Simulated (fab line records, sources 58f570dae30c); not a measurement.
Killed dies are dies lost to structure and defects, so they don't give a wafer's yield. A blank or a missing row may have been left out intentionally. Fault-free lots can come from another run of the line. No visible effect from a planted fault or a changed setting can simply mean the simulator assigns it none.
Which tool is to blame? ; flow berkeleyCmos170 ; 14 lots, 42 wafers sampled, at 7 steps of a route of 331

== WHAT THE GAUGES SHOWED, per wafer ==
UCB170_CONTACT_CD_MEAS_15 targets a cd of 700 nm. Usual: cdNm reads 699.8 nm (standard deviation 1.3).
lot;measured;on;cdNm (nm);flag
L829;day 8 07:26;cdSem-02;697.7 699.0 698.6;
L835;day 9 08:59;cdSem-01;702.0 701.4 700.8;
L834;day 9 11:45;cdSem-01;698.5 700.0 700.7;
L831;day 9 11:58;cdSem-01;703.5 703.1 703.7;
L833;day 9 12:04;cdSem-01;698.3 698.8 698.4;
L830;day 9 12:04;cdSem-02;697.0 698.1 697.6;
L837;day 9 12:17;cdSem-02;698.6 698.5 699.3;
L836;day 9 12:20;cdSem-01;697.9 697.9 698.3;
L841;day 11 00:06;cdSem-01;698.9 700.2 699.5;
L845;day 11 19:00;cdSem-01;701.1 700.4 700.9;
L850;day 12 04:58;cdSem-02;698.7 699.0 698.5;
L849;day 12 05:14;cdSem-01;700.1 699.4 700.1;
L848;day 12 07:10;cdSem-02;699.6 698.9 697.8;
L846;day 12 07:39;cdSem-02;701.4 700.9 701.4;

UCB170_M3_RS_MEAS_02: a four-point-probe measurement. Usual: M3_AL_RS typically reads 0.0322 ohm/sq, with standard deviation 0.00032.
lot;measured;on;M3_AL_RS (ohm/sq);flag
L829;day 8 22:01;filmMetro-02;0.0322 0.0325 0.0323;
L835;day 9 22:29;filmMetro-01;0.0325 0.0321 0.0321;
L834;day 10 03:13;filmMetro-02;0.0322 0.0320 0.0320;
L831;day 10 06:41;filmMetro-04;0.0323 0.0324 0.0324;
L833;day 10 06:24;filmMetro-04;0.0318 0.0319 0.0578;OFF
L830;day 10 05:56;filmMetro-04;0.0322 0.0321 0.0321;
L837;day 10 06:43;filmMetro-01;0.0557 0.0316 0.0561;OFF
L836;day 10 06:27;filmMetro-01;0.0320 0.0324 0.0320;
L841;day 11 14:29;filmMetro-01;0.0320 0.0320 0.0322;
L845;day 12 07:48;filmMetro-04;0.0323 0.0321 0.0318;
L850;day 12 17:14;filmMetro-01;0.0327 0.0324 0.0326;
L849;day 12 19:42;filmMetro-04;0.0317 0.0322 0.0317;
L848;day 12 21:01;filmMetro-02;0.0322 0.0326 0.0325;
L846;day 12 21:35;filmMetro-01;0.0319 0.0325 0.0324;

UCB170_M3_THK_MEAS_03: measures by xrf. Usual: M3_AL_THK typically reads 912 nm, with standard deviation 9.7.
lot;measured;on;M3_AL_THK (nm);flag
L829;day 8 22:08;filmMetro-02;913 906 909;
L835;day 9 22:34;filmMetro-01;897 914 902;
L834;day 10 03:20;filmMetro-02;910 914 914;
L831;day 10 06:48;filmMetro-04;908 906 906;
L833;day 10 06:31;filmMetro-04;923 919 514;OFF
L830;day 10 06:02;filmMetro-04;909 919 909;
L837;day 10 06:50;filmMetro-01;526 918 529;OFF
L836;day 10 06:34;filmMetro-01;916 900 916;
L841;day 11 14:35;filmMetro-01;911 918 907;
L845;day 12 07:55;filmMetro-04;916 916 926;
L850;day 12 17:22;filmMetro-01;899 902 902;
L849;day 12 19:49;filmMetro-04;925 918 932;
L848;day 12 21:07;filmMetro-02;907 898 900;
L846;day 12 21:43;filmMetro-01;915 908 904;

UCB170_M3_BOW_MEAS_20. Usual: M3_BOW typically reads 37 um, with standard deviation 6.6.
lot;measured;on;M3_BOW (um);flag
L829;day 9 03:17;filmMetro-04;38 44 36;
L835;day 10 02:55;filmMetro-01;45 27 45;
L834;day 10 07:34;filmMetro-04;35 36 40;
L831;day 10 10:38;filmMetro-02;33 37 34;
L833;day 10 10:20;filmMetro-01;47 49 35;
L830;day 10 10:04;filmMetro-01;41 42 39;
L837;day 10 10:46;filmMetro-04;22 39 26;
L836;day 10 10:24;filmMetro-02;52 37 32;
L841;day 11 18:20;filmMetro-01;50 37 32;
L845;day 12 10:56;filmMetro-02;33 39 52;
L850;day 12 20:15;filmMetro-02;37 41 29;
L849;day 12 22:14;filmMetro-02;33 29 39;
L848;day 12 23:29;filmMetro-04;42 29 24;
L846;day 13 00:04;filmMetro-04;31 39 43;

== WHICH TOOL RAN EACH LOT (tool, then ch and the chambers of the sampled wafers, then the start) ==
lot;UCB170_V1_CMP_02;UCB170_M3_SPUTTER_01;UCB170_M3_METAL_ETCH_18
L829;cmp-01 ch 0,1,2, day 8 12:48;pvdSputter-01, day 8 21:56;rieMetal-01 ch 0,1, day 9 02:53
L835;cmp-02 ch 1,2, day 9 13:03;pvdSputter-01, day 9 22:20;rieMetal-01 ch 0,1, day 10 02:30
L834;cmp-01 ch 0,1, day 9 16:46;pvdSputter-02, day 10 03:08;rieMetal-04 ch 0,1, day 10 07:10
L831;cmp-01 ch 0,1,3, day 9 18:24;pvdSputter-02, day 10 06:35;rieMetal-01 ch 0,1, day 10 10:13
L833;cmp-02 ch 0,1,3, day 9 18:46;pvdSputter-01, day 10 06:19;rieMetal-04 ch 0,1, day 10 09:56
L830;cmp-02 ch 0,1,2, day 9 18:28;pvdSputter-02, day 10 05:49;rieMetal-01 ch 0,1, day 10 09:41
L837;cmp-02 ch 1,2,3, day 9 19:07;pvdSputter-01, day 10 06:38;rieMetal-04 ch 0,1, day 10 10:22
L836;cmp-01 ch 0,2,3, day 9 18:51;pvdSputter-03, day 10 06:22;rieMetal-03 ch 0,1, day 10 09:56
L841;cmp-02 ch 0,2,3, day 11 04:11;pvdSputter-03, day 11 14:23;rieMetal-01 ch 1, day 11 17:47
L845;cmp-01 ch 0,1, day 11 23:50;pvdSputter-02, day 12 07:43;rieMetal-04 ch 0,1, day 12 10:31
L850;cmp-02 ch 0,1,3, day 12 09:28;pvdSputter-02, day 12 17:10;rieMetal-03 ch 0,1, day 12 19:50
L849;cmp-01 ch 0,1,3, day 12 10:51;pvdSputter-03, day 12 19:37;rieMetal-01 ch 0,1, day 12 21:50
L848;cmp-02 ch 0,3, day 12 12:08;pvdSputter-02, day 12 20:53;rieMetal-01 ch 0,1, day 12 23:07
L846;cmp-02 ch 1,2,3, day 12 12:23;pvdSputter-03, day 12 21:31;rieMetal-03 ch 0,1, day 12 23:40
- UCB170_V1_CMP_02: polishes SiO2.
- UCB170_M3_SPUTTER_01: material Al, target thk 900 nm, time 120 s.
- UCB170_M3_METAL_ETCH_18: etches Al in Cl2/BCl3, stops on SiO2, target depth 1170 nm, time 195 s.

== WHAT THE TOOLS THEMSELVES READ (means of the sampled wafers that have a number; where no wafer has one, the mark that the record gives instead) ==
UCB170_V1_CMP_02. Usual: motorCurrentA 15.4 A, standard deviation 0.93; retainingRingPressureFrac 1.000, standard deviation 0.005.
lot;tool;motorCurrentA (A);retainingRingPressureFrac;flag
L829;cmp-01;15.1;1.002;
L835;cmp-02;16.2;1.000;
L834;cmp-01;14.2;1.003;
L831;cmp-01;15.2;0.998;
L833;cmp-02;15.6;1.002;
L830;cmp-02;15.2;1.000;
L837;cmp-02;16.3;0.997;
L836;cmp-01;15.3;0.999;
L841;cmp-02;15.3;0.997;
L845;cmp-01;14.9;1.001;
L850;cmp-02;15.7;1.004;
L849;cmp-01;15.4;1.000;
L848;cmp-02;14.6;0.998;
L846;cmp-02;15.5;1.000;

UCB170_M3_SPUTTER_01. Usual: throttleValvePct reads 29.5 % (standard deviation 1.2).
lot;tool;throttleValvePct (%);flag
L829;pvdSputter-01;30.8;
L835;pvdSputter-01;29.8;
L834;pvdSputter-02;29.6;
L831;pvdSputter-02;28.8;
L833;pvdSputter-01;29.7;
L830;pvdSputter-02;28.6;
L837;pvdSputter-01;28.9;
L836;pvdSputter-03;29.1;
L841;pvdSputter-03;29.1;
L845;pvdSputter-02;29.2;
L850;pvdSputter-02;28.9;
L849;pvdSputter-03;29.6;
L848;pvdSputter-02;28.9;
L846;pvdSputter-03;30.2;

UCB170_M3_METAL_ETCH_18. Usual: drypumpMotorCurrentA 5.82 A, standard deviation 0.17; oesProductAu 0.854 a.u., standard deviation 0.014; throttleValvePct 24.26 %, standard deviation 0.22.
lot;tool;drypumpMotorCurrentA (A);oesProductAu (a.u.);throttleValvePct (%);flag
L829;rieMetal-01;5.67;0.841;24.29;
L835;rieMetal-01;5.69;0.844;24.29;
L834;rieMetal-04;6.11;0.860;24.01;
L831;rieMetal-01;5.75;0.839;24.35;
L833;rieMetal-04;6.05;0.794;24.22;OFF
L830;rieMetal-01;5.69;0.841;24.29;
L837;rieMetal-04;6.09;0.729;24.09;OFF
L836;rieMetal-03;5.75;0.866;24.25;
L841;rieMetal-01;5.66;0.850;24.24;
L845;rieMetal-04;6.10;0.863;24.02;
L850;rieMetal-03;5.74;0.863;24.24;
L849;rieMetal-01;5.72;0.844;24.34;
L848;rieMetal-01;5.68;0.841;24.28;
L846;rieMetal-03;5.83;0.862;24.40;

== THE ANSWER, worked out from the rows above alone ==
Rule: a lot counts as off when the mean over its wafers that have a number is more than 3 standard deviations away from the usual mean. Also off: a lot with no number at a reading for which 4 or more lots have one. The other lots that the step has rows for count as sound. After the gauges, taken in route order, come the tools' own readings; for these a lot's mean is taken, as printed above. The first step at which some lot is off is used, and at that step the reading that is off furthest; a lot without a number counts as furthest.
Off: at UCB170_M3_RS_MEAS_02 (M3_AL_RS), L833, L837.
If a tool, at a process step before that reading, ran all the lots that are off and no sound lot after the first of them, it fits. Not tried: the gauges at UCB170_M3_RS_MEAS_02; whatever is off there is also off at UCB170_M3_METAL_ETCH_18, on other tools, and gauge error can't account for it. One fits: UCB170_M3_SPUTTER_01 on pvdSputter-01. Its last sound lot is L835 (day 9 22:20), its first lot that is off L833 (day 10 06:19): a fault that began between those two fits.

== WHAT THE SIMULATOR PUT IN ==
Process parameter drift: pvdSputter-01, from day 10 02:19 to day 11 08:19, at UCB170_M3_SPUTTER_01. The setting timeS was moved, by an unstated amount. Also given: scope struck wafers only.
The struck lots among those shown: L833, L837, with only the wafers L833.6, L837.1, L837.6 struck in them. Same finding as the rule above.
